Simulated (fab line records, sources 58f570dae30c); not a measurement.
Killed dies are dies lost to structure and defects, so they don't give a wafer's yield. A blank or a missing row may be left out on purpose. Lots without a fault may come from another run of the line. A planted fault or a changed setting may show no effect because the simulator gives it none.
Split-lot experiment | flow berkeley_cmos170 | 5 lots, 23 wafers read, on a route of 331 steps

THE SPLIT
At UCB170_NWELL_CVD_04 (deposits Si3N4 from SiH2Cl2/NH3, target thk 224 nm, time 3360 s), the setting time_s was moved away from the recipe's 3360 s on 10 of the 23 wafers read, by -5.1% to +12.4%. The other wafers ran this setting at the recipe's value.

The file shows no step between the split and the reading.

THE READING
NWELL_NITRIDE_THK, in nm, at UCB170_NWELL_THK_MEAS_05. Fault-free wafers of this fab line usually give 223.8 nm, standard deviation 2.2 nm.

wafer  | tool, chamber at the split | time_s as run, s | against the recipe | NWELL_NITRIDE_THK, nm | against lot-mates on the recipe
L076.1 | -, -                       | 3360             | recipe             | 226.9                 | -
L076.2 | -, -                       | 3360             | recipe             | 226.1                 | -
L076.3 | -, -                       | 3360             | recipe             | 226.5                 | -
L076.4 | -, -                       | 3360             | recipe             | 226.5                 | -
L076.6 | -, -                       | 3360             | recipe             | 226.0                 | -
L077.1 | lpcvd-02, 0                | 3360             | recipe             | 224.1                 | -
L077.4 | lpcvd-02, 0                | 3360             | recipe             | 223.2                 | -
L077.5 | lpcvd-02, 0                | 3360             | recipe             | 223.3                 | -
L079.1 | -, -                       | 3360             | recipe             | 226.6                 | -
L079.2 | -, -                       | 3360             | recipe             | 227.2                 | -
L079.3 | -, -                       | 3360             | recipe             | 226.6                 | -
L079.4 | -, -                       | 3360             | recipe             | 225.4                 | -
L079.6 | -, -                       | 3360             | recipe             | 223.7                 | -
L080.1 | -, -                       | 3188             | -5.1%              | 213.4                 | no lot-mate on the recipe
L080.2 | -, -                       | 3188             | -5.1%              | 215.2                 | no lot-mate on the recipe
L080.3 | -, -                       | 3188             | -5.1%              | 214.8                 | no lot-mate on the recipe
L080.4 | -, -                       | 3188             | -5.1%              | 214.2                 | no lot-mate on the recipe
L080.5 | -, -                       | 3188             | -5.1%              | 212.3                 | no lot-mate on the recipe
L082.1 | -, -                       | 3778             | +12.4%             | 251.2                 | no lot-mate on the recipe
L082.2 | -, -                       | 3778             | +12.4%             | 250.5                 | no lot-mate on the recipe
L082.4 | -, -                       | 3778             | +12.4%             | 250.5                 | no lot-mate on the recipe
L082.5 | -, -                       | 3778             | +12.4%             | 251.6                 | no lot-mate on the recipe
L082.6 | -, -                       | 3778             | +12.4%             | 252.2                 | no lot-mate on the recipe

THE FIT
A straight line over all 23 wafers: NWELL_NITRIDE_THK changes by +2.1 nm for each +1% of time_s; r = +1.00; the points scatter about the line by 1.3 nm.
Too few moved wafers have a lot-mate on the recipe to fit a line with each lot's own level taken away.

THE WHOLE CHAIN: every reading that the file lists as answering this split, in the file's order
step                     | what it does                                                                 | reading                                                                       | change (the file's fit)              | r (the file's)
UCB170_NWELL_CVD_04      | deposits Si3N4 from SiH2Cl2/NH3, target thk 224 nm, time 3360 s              | Si3N4_of_NWELL_CVD_04.thk_nm (the simulator's own value, which no gauge read) | +2.1 nm for each +1% of the setting  | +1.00
UCB170_NWELL_THK_MEAS_05 |                                                                              | NWELL_NITRIDE_THK                                                             | +2.1 for each +1% of the setting     | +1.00
UCB170_NWELL_ETCH_13     | etches Si3N4 in CH3F/Ar/O2, stops on SiO2, target depth 246.4 nm, time 154 s | etch.depth_nm (the simulator's own value, which no gauge read)                | +1.75 nm for each +1% of the setting | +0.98

THE FILE'S OWN FIT
NWELL_NITRIDE_THK changes by +2.1 nm for each +1% of time_s, r = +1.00.
